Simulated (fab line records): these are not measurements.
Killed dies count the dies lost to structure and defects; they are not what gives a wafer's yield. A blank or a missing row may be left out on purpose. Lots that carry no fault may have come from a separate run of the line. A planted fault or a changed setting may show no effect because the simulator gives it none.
Which tool was responsible?    flow berkeleyCmos170    Sampling: 14 lots, 42 wafers, 7 of 331 route steps

## WHAT THE GAUGES READ, wafer by wafer
UCB170_START_BOW_MEAS_00. Usual: for INCOMING_BOW the level is 1 um and the standard deviation is 6.2.
lot   measured     on            INCOMING_BOW (um)  flag
L518  day 1 10:01  filmMetro-04  2 4 5              
L519  day 1 15:02  filmMetro-01  6 7 0              
L520  day 1 20:01  filmMetro-04  -1 1 4             
L521  day 2 01:00  filmMetro-04  2 12 1             
L522  day 2 06:00  filmMetro-03  6 4 -9             
L525  day 2 21:00  filmMetro-04  2 2 10             
L526  day 3 02:00  filmMetro-03  4 -2 -1            
L529  day 3 17:02  filmMetro-04  -7 5 1             
L531  day 4 03:01  filmMetro-03  -2 6 6             
L533  day 4 13:00  filmMetro-01  1 -2 6             
L534  day 4 18:00  filmMetro-03  -3 -2 6            
L539  day 5 19:00  filmMetro-03  6 -11 6            
L540  day 6 00:02  filmMetro-01  -2 5 6             
L541  day 6 05:00  filmMetro-03  11 7 5             

UCB170_M1_RS_MEAS_01: measurement is done with a four-point probe. Usual: for M1_AL_RS the level is 0.0486 ohm/sq and the standard deviation is 0.00043.
lot   measured      on            M1_AL_RS (ohm/sq)     flag
L518  day 6 11:29   filmMetro-03  0.0494 0.0490 0.0492  
L519  day 7 00:20   filmMetro-04  0.0482 0.0480 0.0485  
L520  day 7 16:01   filmMetro-04  0.0493 0.0489 0.0490  
L521  day 7 11:23   filmMetro-03  0.0478 0.0484 0.0481  
L522  day 7 13:02   filmMetro-04  0.0482 0.0486 0.0487  
L525  day 8 20:49   filmMetro-03  0.0479 0.0475 0.0483  
L526  day 8 16:52   filmMetro-04  0.0377 0.0484 0.0485  OFF
L529  day 9 22:44   filmMetro-01  0.0381 0.0488 0.0379  OFF
L531  day 10 17:20  filmMetro-01  0.0480 0.0480 0.0487  
L533  day 10 17:40  filmMetro-04  0.0480 0.0482 0.0483  
L534  day 10 17:08  filmMetro-04  0.0486 0.0487 0.0486  
L539  day 11 18:40  filmMetro-04  0.0486 0.0491 0.0484  
L540  day 11 19:22  filmMetro-01  0.0489 0.0489 0.0486  
L541  day 12 11:38  filmMetro-04  0.0481 0.0482 0.0484  

UCB170_M1_THK_MEAS_02: measures by xrf. Usual: for M1_AL_THK the level is 606 nm and the standard deviation is 5.3.
lot   measured      on            M1_AL_THK (nm)  flag
L518  day 6 11:36   filmMetro-03  596 604 597     
L519  day 7 00:26   filmMetro-04  611 609 600     
L520  day 7 16:08   filmMetro-04  598 599 604     
L521  day 7 11:30   filmMetro-03  617 610 613     
L522  day 7 13:10   filmMetro-04  608 607 611     
L525  day 8 20:56   filmMetro-03  618 620 610     
L526  day 8 16:59   filmMetro-04  777 612 607     OFF
L529  day 9 22:50   filmMetro-01  768 605 772     OFF
L531  day 10 17:27  filmMetro-01  609 605 601     
L533  day 10 17:47  filmMetro-04  611 614 611     
L534  day 10 17:16  filmMetro-04  606 608 602     
L539  day 11 18:47  filmMetro-04  604 603 609     
L540  day 11 19:28  filmMetro-01  601 603 607     
L541  day 12 11:45  filmMetro-04  612 611 609     

UCB170_V2_OVL_MEAS_13. Usual: for V2_OVL the level is 7 nm and the standard deviation is 5.
lot   measured      on          V2_OVL (nm)  flag
L518  day 7 01:29   overlay-01  11 6 13      
L519  day 7 15:47   overlay-01  1 -3 -10     
L520  day 8 05:25   overlay-02  7 2 2        
L521  day 8 05:16   overlay-01  10 11 6      
L522  day 8 05:37   overlay-01  4 -4 5       
L525  day 9 14:38   overlay-01  18 5 7       
L526  day 9 04:05   overlay-02  6 10 4       
L529  day 10 13:14  overlay-01  10           
L531  day 11 10:50  overlay-01  12 10 17     
L533  day 11 10:52  overlay-02  9 14 6       
L534  day 11 10:05  overlay-02  18 7 8       
L539  day 12 10:11  overlay-02  3 10 9       
L540  day 12 08:34  overlay-02  7 9 10       
L541  day 13 08:31  overlay-02  7 6 7        

## WHICH TOOL RAN EACH LOT (tool, then ch and the chambers of the sampled wafers, then the start)
lot   UCB170_M1_SPUTTER_00         UCB170_M1_ETCH_11                  UCB170_M1_METAL_ETCH_12
L518  pvdSputter-02, day 6 11:25   rieDiel-04 ch 0,3, day 6 12:42     rieMetal-04 ch 0, day 6 12:45
L519  pvdSputter-01, day 7 00:14   rieDiel-03 ch 0,1,3, day 7 01:38   rieMetal-03 ch 0,1, day 7 01:43
L520  pvdSputter-01, day 7 15:56   rieDiel-03 ch 0,3, day 7 17:19     rieMetal-04 ch 1, day 7 17:25
L521  pvdSputter-03, day 7 11:19   rieDiel-03 ch 0,3, day 7 12:41     rieMetal-01 ch 0, day 7 12:45
L522  pvdSputter-02, day 7 12:59   rieDiel-01 ch 0,1, day 7 14:20     rieMetal-03 ch 0,1, day 7 14:23
L525  pvdSputter-02, day 8 20:46   rieDiel-03 ch 0,1,2, day 8 22:08   rieMetal-01 ch 0,1, day 8 22:10
L526  pvdSputter-01, day 8 16:48   rieDiel-01 ch 0,1,3, day 8 18:02   rieMetal-04 ch 0,1, day 8 18:05
L529  pvdSputter-01, day 9 22:38   rieDiel-01 ch 1,2,3, day 10 00:00  rieMetal-01 ch 0,1, day 10 00:05
L531  pvdSputter-02, day 10 17:16  rieDiel-03 ch 1,2,3, day 10 19:01  rieMetal-04 ch 0,1, day 10 19:04
L533  pvdSputter-03, day 10 17:37  rieDiel-04 ch 1,3, day 10 19:37    rieMetal-04 ch 0,1, day 10 19:40
L534  pvdSputter-03, day 10 17:05  rieDiel-01 ch 0,1,2, day 10 18:47  rieMetal-04 ch 0,1, day 10 18:49
L539  pvdSputter-02, day 11 18:37  rieDiel-04 ch 0,3, day 11 20:06    rieMetal-01 ch 0, day 11 20:08
L540  pvdSputter-03, day 11 19:16  rieDiel-04 ch 0,2,3, day 11 20:38  rieMetal-03 ch 0,1, day 11 20:43
L541  pvdSputter-01, day 12 11:34  rieDiel-03 ch 1,2,3, day 12 13:05  rieMetal-04 ch 0,1, day 12 13:08
- UCB170_M1_SPUTTER_00: material Al, target thk 600 nm, time 80 s.
- UCB170_M1_ETCH_11: etches BARC in N2/H2.
- UCB170_M1_METAL_ETCH_12: etches Al in Cl2/BCl3, stops on PSG, target depth 780 nm, time 130 s.

## WHAT THE TOOLS THEMSELVES READ (means of the sampled wafers that have a number; where no wafer has one, the mark that the record gives instead)
UCB170_M1_SPUTTER_00. Usual: chamberPressurePa 0.5002 Pa, standard deviation 0.00097; throttleValvePct 30.3 %, standard deviation 1.1.
lot   tool           chamberPressurePa (Pa)  throttleValvePct (%)  flag
L518  pvdSputter-02  0.5007                  29.8                  
L519  pvdSputter-01  0.5006                  30.1                  
L520  pvdSputter-01  0.5010                  30.5                  
L521  pvdSputter-03  0.4991                  29.8                  
L522  pvdSputter-02  0.5001                  31.0                  
L525  pvdSputter-02  0.5003                  30.5                  
L526  pvdSputter-01  0.5001                  30.7                  
L529  pvdSputter-01  0.5002                  31.7                  
L531  pvdSputter-02  0.5007                  29.9                  
L533  pvdSputter-03  0.5001                  29.8                  
L534  pvdSputter-03  0.4999                  30.0                  
L539  pvdSputter-02  0.5003                  29.5                  
L540  pvdSputter-03  0.5002                  29.9                  
L541  pvdSputter-01  0.4997                  30.8                  

UCB170_M1_ETCH_11. Usual: drypumpMotorCurrentA 5.7 A, standard deviation 0.45; oesProductAu 0.994 a.u., standard deviation 0.014; throttleValvePct 13.31 %, standard deviation 0.19.
lot   tool        drypumpMotorCurrentA (A)  oesProductAu (a.u.)  throttleValvePct (%)  flag
L518  rieDiel-04  5.7                       0.991                13.39                 
L519  rieDiel-03  5.6                       0.996                13.16                 
L520  rieDiel-03  5.5                       0.997                13.25                 
L521  rieDiel-03  5.4                       0.992                13.16                 
L522  rieDiel-01  6.2                       0.981                13.07                 
L525  rieDiel-03  5.5                       0.994                13.16                 
L526  rieDiel-01  6.1                       0.995                13.24                 
L529  rieDiel-01  5.7                       1.006                13.38                 
L531  rieDiel-03  5.6                       1.001                13.26                 
L533  rieDiel-04  5.7                       0.979                13.43                 
L534  rieDiel-01  5.8                       0.997                13.20                 
L539  rieDiel-04  5.6                       0.990                13.38                 
L540  rieDiel-04  5.7                       0.987                13.42                 
L541  rieDiel-03  5.6                       0.988                13.25                 

UCB170_M1_METAL_ETCH_12. Usual: drypumpMotorCurrentA 5.79 A, standard deviation 0.22; oesProductAu 0.855 a.u., standard deviation 0.013; throttleValvePct 24.46 %, standard deviation 0.2.
lot   tool         drypumpMotorCurrentA (A)  oesProductAu (a.u.)  throttleValvePct (%)  flag
L518  rieMetal-04  5.59                      0.853                24.30                 
L519  rieMetal-03  6.01                      0.853                24.40                 
L520  rieMetal-04  5.96                      0.864                24.66                 
L521  rieMetal-01  5.61                      0.839                24.33                 
L522  rieMetal-03  6.02                      0.854                24.41                 
L525  rieMetal-01  5.51                      0.852                24.35                 
L526  rieMetal-04  5.72                      0.911                24.40                 OFF
L529  rieMetal-01  5.52                      0.919                24.33                 OFF
L531  rieMetal-04  5.82                      0.871                24.52                 
L533  rieMetal-04  5.70                      0.872                24.41                 
L534  rieMetal-04  5.72                      0.861                24.42                 
L539  rieMetal-01  5.67                      0.835                24.33                 
L540  rieMetal-03  6.02                      0.845                24.40                 
L541  rieMetal-04  5.83                      0.873                24.53                 

## THE ANSWER, worked out from the rows above alone
Rule: a lot is off if the mean of its wafers that have a number lies more than 3 standard deviations from the usual mean. A lot without any number at a reading at which 4 lots or more have one is off too. All remaining lots with rows at the step are treated as sound. Order of review: gauges by route order, followed by the tools' own readings, for which a lot's mean as printed above is used. At the first step where some lot is off, the reading lying furthest off is the one used; lots without a number count as furthest.
Off: L526, L529, at UCB170_M1_RS_MEAS_01 (M1_AL_RS).
A tool fits if, at a process step before that reading, it ran every lot that is off, and no sound lot after the first of them. The gauges at UCB170_M1_RS_MEAS_01 aren't tried: what is off there is off at UCB170_M1_METAL_ETCH_12 too, on other tools, and a gauge's error can't cause that. Not one of the candidates tried fits.

## WHAT THE SIMULATOR HAD PUT IN
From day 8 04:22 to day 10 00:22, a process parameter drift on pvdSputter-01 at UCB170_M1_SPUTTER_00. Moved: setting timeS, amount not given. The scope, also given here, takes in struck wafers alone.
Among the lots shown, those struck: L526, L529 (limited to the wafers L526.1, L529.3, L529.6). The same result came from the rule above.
